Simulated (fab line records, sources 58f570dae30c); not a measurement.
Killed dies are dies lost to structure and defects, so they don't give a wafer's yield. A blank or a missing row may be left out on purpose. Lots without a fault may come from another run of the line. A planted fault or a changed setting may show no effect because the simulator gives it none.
Problem report in the 8D (eight disciplines) form, filled by code | flow berkeley_cmos170 | the parts of the form that need people (team, actions taken, sign-off) are left out

1. THE PROBLEM
chamber_pressure_mTorr at UCB170_PSD_STRIP_09 reads a mean of 2798 mTorr on 6 wafers of 2 lots; wafers without a fault read 3500 mTorr with a standard deviation of 3.2. That is -99 or more standard deviations from the usual mean.
The step: strips in O2.
First seen on wafer L938.1, day 10 07:31, on plasma_asher-03. The record holds 39 wafers of 13 lots with a number at this step. Rule for "out", or "out of limits": more than 4 standard deviations from the usual mean. The other wafers with a number count as sound.

2. WHAT IT IS AND WHAT IT IS NOT
question                    | is                     | is not
which readings at this step | chamber_pressure_mTorr | drypump_motor_current_A, oes_product_au, strip_time_to_endpoint_s
which lots                  | L938, L940             | L921, L922, L923, L924, L925, L926, L927, L928, L934, L941, L943
which wafers of those lots  | all that have a number | -
read on which tools         | plasma_asher-03        | plasma_asher-01, plasma_asher-02
when                        | from day 10 07:31      | up to then (27 sound wafers); but 6 sound wafers of L941, L943 came after

3. SUSPECTS, AND WHAT RULES EACH OUT
Counting: a tool at a process step up to the reading stays a suspect if it ran every lot that is out and no sound lot after the first of them.
- plasma_asher-03 at UCB170_PSD_STRIP_09 (strips in O2): kept. It ran every lot that is out, first L938 (day 10 07:31), and no sound lot after that; its last sound lot up to then is L924 (day 7 03:10). Its own readings are out on those wafers: chamber_pressure_mTorr.
Left after counting: plasma_asher-03 at UCB170_PSD_STRIP_09.

4. THE CAUSE (what the simulator had put in)
Process parameter drift: plasma_asher-03, from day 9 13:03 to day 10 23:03, at UCB170_PSD_STRIP_09. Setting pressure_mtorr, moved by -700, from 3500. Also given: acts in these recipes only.
Counting left only this tool.

5. THE CHAIN OF EFFECTS, in route order
Each row: a reading whose mean over the struck wafers that have a number lies more than 3 standard deviations from the usual. Only readings for which the record gives a usual standard deviation are gone through. hours: the time from each lot's start at the first step in this table that gives one to its start at this step, as a median over the lots. sigmas: the change in usual standard deviations.
hours | step                | reading                | usual      | on struck wafers | change | sigmas
0     | UCB170_PSD_STRIP_09 | chamber_pressure_mTorr | 3500 mTorr | 2798             | -702   | -99 or more
The process steps in it:
- UCB170_PSD_STRIP_09: strips in O2.

6. WHAT WOULD HAVE CAUGHT IT SOONER
In this record the first reading out of limits was taken at day 10 07:31, 18 hours after the fault began at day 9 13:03.
